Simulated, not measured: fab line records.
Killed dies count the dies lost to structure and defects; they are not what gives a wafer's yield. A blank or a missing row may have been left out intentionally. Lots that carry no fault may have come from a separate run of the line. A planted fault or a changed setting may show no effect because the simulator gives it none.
2 desks looking at one fault + flow berkeleyCmos170 + what lay behind the numbers comes last; until then each desk has only its own

== METROLOGY DESK ==
Means of the sampled wafers that have a number, per lot and without regard to the tool the lot ran on: this is what the gauges read. Marked OUT: a lot whose mean sits more than 4 standard deviations from the usual mean, which makes it out of limits; the brackets give that distance.
Columns: A = M1_AL_RS at UCB170_M1_RS_MEAS_01, usual 0.0487 ohm/sq; B = M1_AL_THK at UCB170_M1_THK_MEAS_02, usual 604 nm; C = cdNm at UCB170_M1_CD_MEAS_09, usual 699.8 nm; D = M1_OVL at UCB170_M1_OVL_MEAS_10, usual 1 nm
| lot  | first seen here | A      | B   | C     | D  |
|------|-----------------|--------|-----|-------|----|
| L121 | day 9 02:13     | 0.0483 | 611 | 698.7 | 8  |
| L119 | day 9 06:11     | 0.0487 | 602 | 702.2 | -1 |
| L128 | day 10 08:34    | 0.0485 | 607 | 698.1 | 5  |
| L133 | day 11 11:42    | 0.0485 | 605 | 701.8 | 0  |
| L138 | day 13 02:17    | 0.0492 | 601 | 697.7 | 7  |
| L139 | day 13 04:33    | 0.0485 | 606 | 698.8 | 9  |
Result from this desk: across the 6 lots, nothing is out of limits.

== DESK OF THE TOOL OWNER: rieMetal-02 ==
The tool's own readings at UCB170_M1_METAL_ETCH_12 (etches Al in Cl2/BCl3, stops on PSG, target depth 780 nm, time 130 s): means of the sampled wafers that have a number, for each lot that ran on this tool. Marked OUT: a lot whose mean sits more than 4 standard deviations from the usual mean, which makes it out of limits; the brackets give that distance.
Columns: A = biasW at UCB170_M1_METAL_ETCH_12, usual 120.0 W; B = chamberPressureMTorr at UCB170_M1_METAL_ETCH_12, usual 12.001 mTorr; C = drypumpMotorCurrentA at UCB170_M1_METAL_ETCH_12, usual 5.8 A; D = oesProductAu at UCB170_M1_METAL_ETCH_12, usual 0.849 a.u.; E = throttleValvePct at UCB170_M1_METAL_ETCH_12, usual 24.34 %
| lot  | first seen here | A     | B                        | C   | D     | E     |
|------|-----------------|-------|--------------------------|-----|-------|-------|
| L133 | day 11 13:12    | 119.9 | 12.007                   | 5.5 | 0.854 | 24.36 |
| L138 | day 13 04:16    | 119.8 | 18.003 (+99 or more) OUT | 5.5 | 0.850 | 24.30 |
| L139 | day 13 06:04    | 119.9 | 17.996 (+99 or more) OUT | 5.5 | 0.855 | 24.30 |
This desk finds L138, L139 out of limits, L138 being first, at day 13 04:16 (chamberPressureMTorr at UCB170_M1_METAL_ETCH_12). In limits: L133.

== ALL TOGETHER ==
The tool owner's desk could have raised an alarm at day 13 04:16, on L138, L139.
From the metrology desk's view, nothing was out of limits.
The metrology desk has L138, L139 on record, within its limits.
On rieMetal-02, each named lot ran UCB170_M1_METAL_ETCH_12.

== WHAT THE SIMULATOR HAD INSERTED ==
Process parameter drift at UCB170_M1_METAL_ETCH_12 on rieMetal-02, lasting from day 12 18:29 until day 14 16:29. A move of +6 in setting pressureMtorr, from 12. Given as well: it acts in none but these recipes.
Lots struck among those shown: L138, L139.
Hours from the fault's start to each desk's first reading out of limits: the tool owner's desk, 10.
